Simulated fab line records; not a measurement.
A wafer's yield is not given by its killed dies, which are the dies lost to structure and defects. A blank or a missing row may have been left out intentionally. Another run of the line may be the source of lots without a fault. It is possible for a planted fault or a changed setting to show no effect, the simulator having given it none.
A struck lot beside a sound one -- flow rit cmos -- 18 steps out of a route of 202
Sound: wafers L154.3, L154.5, L154.6. Struck: wafers L159.3, L159.5, L159.6. Last of all comes the cause.
Each step with rows lists, per side, the tool, then ch with its chambers, then its first start. Under that, the readings that differ: sound wafers -- struck wafers -- difference of the means -- sigmas: that difference in standard deviations of wafers without a fault.
alike: readings with means less than 2 such deviations apart, plus words and numbers identical on both sides. not compared: withheld readings, readings lacking a value on some wafer, bounds such as >300 that could conceal the same value, and numbers that have no deviation in the record and whose values overlap.
A row with sigmas, a row that says differs or no value, or rows on one side alone: a step with any of these is where the two part. Numbers that don't overlap but have no deviation are shown without sigmas and don't part them. A reading missing from all wafers of one side parts the sides only when that side holds two or more wafers.

first, 4 steps without rows for these wafers: RIT_PSD_SOFTBAKE_02 (time 60 s); RIT_PSD_EXPOSE_03 (exposes mask M10, target cd 40900 nm); RIT_PSD_PEB_04; RIT_PSD_DEVELOP_05 (develop time 50 s).
RIT_PSD_OVL_MEAS_06:
  sound on overlay-02 at day 4 05:51; struck on overlay-01 at day 5 06:53
  alike: PSD_OVL
then, 2 steps without rows for these wafers: RIT_PSD_HARDBAKE_07 (time 60 s); RIT_PSD_IMPLANT_08.
RIT_PSD_STRIP_09: strips in O2, time 180 s.
  sound on plasma asher-04 ch 0,1, day 4 06:14; struck on plasma asher-04 ch 0,1, day 5 07:16
  alike: chamber pressure mTorr, drypump motor current A
  not compared: rf hours counter h
RIT_PSD_TW_MEAS_10:
  sound on film metro-03 at day 4 06:22; struck on film metro-01 at day 5 07:25
reading,sound,struck,difference,sigmas
PSD_TW,3454 3464 3453,3412 3397 3390,-57,-2
then, 3 steps without rows for these wafers: RIT_SDANNEAL_CLEAN_00 (cleans in SC1, time 600 s); RIT_SDANNEAL_CLEAN_01 (cleans in dHF, time 30 s); RIT_SDANNEAL_CLEAN_02 (cleans in SC2, time 600 s).
RIT_SDANNEAL_RTA_03: time 5 s.
  sound on rtp anneal-02 ch 0, day 4 06:50; struck on rtp anneal-01 ch 0, day 5 07:51
reading,sound,struck,difference,sigmas
wafer_temp_C_max,1053.5 1056.4 1054.3,1045.2 1044.2 1048.1,-8.9,-8
RIT_SDANNEAL_RS_MEAS_04: the measuring method here is four-point-probe.
  sound on film metro-01 at day 4 06:55; struck on film metro-04 at day 5 07:56
reading,sound,struck,difference,sigmas
PSD_RS (ohm/sq),115.71 116.07 115.67,121.23 121.64 121.66,+5.69,+20
RIT_SDANNEAL_RS_MEAS_05: the measuring method here is four-point-probe.
  sound on film metro-01 at day 4 07:02; struck on film metro-04 at day 5 08:03
  alike: NSD_RS
RIT_SDANNEAL_RS_MEAS_06: the measuring method here is four-point-probe.
  sound on film metro-01 at day 4 07:09; struck on film metro-04 at day 5 08:10
reading,sound,struck,difference,sigmas
PLDD_RS (ohm/sq),178.8 178.4 178.5,182.9 183.9 183.9,+5.0,+10
RIT_SDANNEAL_RS_MEAS_07: the measuring method here is four-point-probe.
  sound on film metro-01 at day 4 07:16; struck on film metro-04 at day 5 08:17
  alike: NLDD_RS
RIT_M1_PROBE_99:
  sound on prober-01 at day 4 14:23; struck on prober-02 at day 5 15:23
reading,sound,struck,difference,sigmas
model.etest.contact pplus.end ohm um,43.86 42.78 44.37,46.14 45.49 47.63,+2.75,
model.etest.contact nplus.end ohm um,42.73 41.96 41.5,39.76 40.76 40.63,-1.68,
model.etest.nmos_0p15.junction log10 a um,-13.5 -13.47 -13.58,-13.26 -13.12 -13.35,+0.27,
model.etest.vpnp.gain,1.053 1.044 1.052,0.991 0.9786 0.9676,-0.071,
model.etest.diode pplus comb.cj ff um2,2.014 2.006 2.011,1.946 1.942 1.938,-0.068,
model.etest.diode pplus nwell.cj ff um2,1.702 1.706 1.714,1.632 1.648 1.646,-0.065,
  alike: killed at front end, killed dies, killed open, killed short
  not compared: model.etest.pmos_0p15.junction log10 a um

== WHERE THEY PART ==
At RIT_PSD_TW_MEAS_10 first; at RIT_SDANNEAL_RS_MEAS_06 last (within this record only). Later steps at which nothing parts them and some readings are alike: RIT_SDANNEAL_RS_MEAS_07, RIT_M1_PROBE_99.

WHY: whatever the simulator had introduced
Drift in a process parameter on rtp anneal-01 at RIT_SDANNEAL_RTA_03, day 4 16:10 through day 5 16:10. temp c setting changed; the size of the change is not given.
